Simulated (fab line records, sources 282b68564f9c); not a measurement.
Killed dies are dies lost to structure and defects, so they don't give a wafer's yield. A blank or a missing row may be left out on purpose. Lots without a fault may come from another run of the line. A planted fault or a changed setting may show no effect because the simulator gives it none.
A struck lot beside a sound one | flow rit_cmos | 15 steps out of a route of 202
Sound: wafers L753.2, L753.4, L753.6. Struck: wafers L759.1, L759.3, L759.6. The cause comes at the end.
At each step with rows: each side's tool, then ch and its chambers, then its first start. Under that, the readings that differ: sound wafers | struck wafers | difference of the means | sigmas: that difference in standard deviations of wafers without a fault.
alike: readings whose means differ by less than 2 such deviations, and words and numbers that are the same on both sides. not compared: withheld readings, readings that some wafer has no value for, bounds like >300 that may hide the same value, and numbers for which the record gives no deviation and whose values overlap.
The two part at a step that has a row with sigmas, a row that says differs or no value, or rows on one side only. Numbers that don't overlap but have no deviation are shown without sigmas and don't part them. A reading that every wafer of one side lacks parts them only if that side has two wafers or more.

RIT_M1_THK_MEAS_02: measures by xrf.
  sound on film_metro-01, day 6 05:20; struck on film_metro-01, day 7 21:56
  alike: M1_AL_THK
then, 6 steps without rows for these wafers: RIT_M1_HMDS_03 (prime time 60 s); RIT_M1_COAT_04 (resist thk 1300 nm); RIT_M1_SOFTBAKE_05 (time 60 s); RIT_M1_EXPOSE_06 (exposes mask M12, target cd 2600 nm); RIT_M1_PEB_07; RIT_M1_DEVELOP_08 (develop time 68 s).
RIT_M1_CD_MEAS_09: target cd 2600 nm.
  sound on cd_sem-02, day 6 06:17; struck on cd_sem-01, day 7 23:04
  reading    | sound                | struck               | difference | sigmas
  cd_nm (nm) | 2597.0 2597.7 2597.6 | 2602.4 2601.9 2602.4 | +4.8       | +3
RIT_M1_OVL_MEAS_10:
  sound on overlay-01, day 6 06:23; struck on overlay-02, day 7 23:11
  alike: M1_OVL
then, 1 step without rows for these wafers: RIT_M1_HARDBAKE_11 (time 120 s).
RIT_M1_METAL_ETCH_12: etches Al in Cl2/BCl3, stops on SiO2, time 165 s, target depth 600 nm.
  sound on rie_metal-02 ch 0,1, day 6 06:40; struck on rie_metal-03 ch 0,1, day 7 23:28
  alike: drypump_motor_current_A, oes_product_au, throttle_valve_pct
  not compared: rf_hours_counter_h
then, 1 step without rows for these wafers: RIT_M1_STRIP_13 (strips in nmp, time 600 s).
RIT_M1_STRIP_14: strips in O2, time 180 s.
  sound on plasma_asher-01 ch 0,1, day 6 07:01; struck on plasma_asher-01 ch 0,1, day 7 23:49
  reading          | sound                | struck               | difference | sigmas
  run_length_s (s) | 208.34 208.73 208.36 | 257.82 257.90 258.16 | +49.48     | +99 or more
  alike: drypump_motor_current_A
  not compared: rf_hours_counter_h
RIT_M1_CD_MEAS_90: target cd 2600 nm.
  sound on cd_sem-01, day 6 07:12; struck on cd_sem-01, day 8 00:00
  reading    | sound                | struck               | difference | sigmas
  cd_nm (nm) | 2595.2 2596.2 2598.9 | 2602.7 2602.9 2603.0 | +6.1       | +3
RIT_M1_PROBE_99:
  sound on prober-02, day 6 08:58; struck on prober-02, day 8 01:44
  alike: defect_limited_yield, killed_at_contacts, killed_at_front_end, killed_dies, killed_open, killed_short, sort_bin_3_pad_short, sort_bin_5_function, sort_bin_6_memory, sort_n_pass, sort_yield_pct

WHERE THEY PART
First at RIT_M1_CD_MEAS_09; last, within this record, at RIT_M1_CD_MEAS_90. Later steps at which nothing parts them and some readings are alike: RIT_M1_PROBE_99.

WHY: what the simulator had put in
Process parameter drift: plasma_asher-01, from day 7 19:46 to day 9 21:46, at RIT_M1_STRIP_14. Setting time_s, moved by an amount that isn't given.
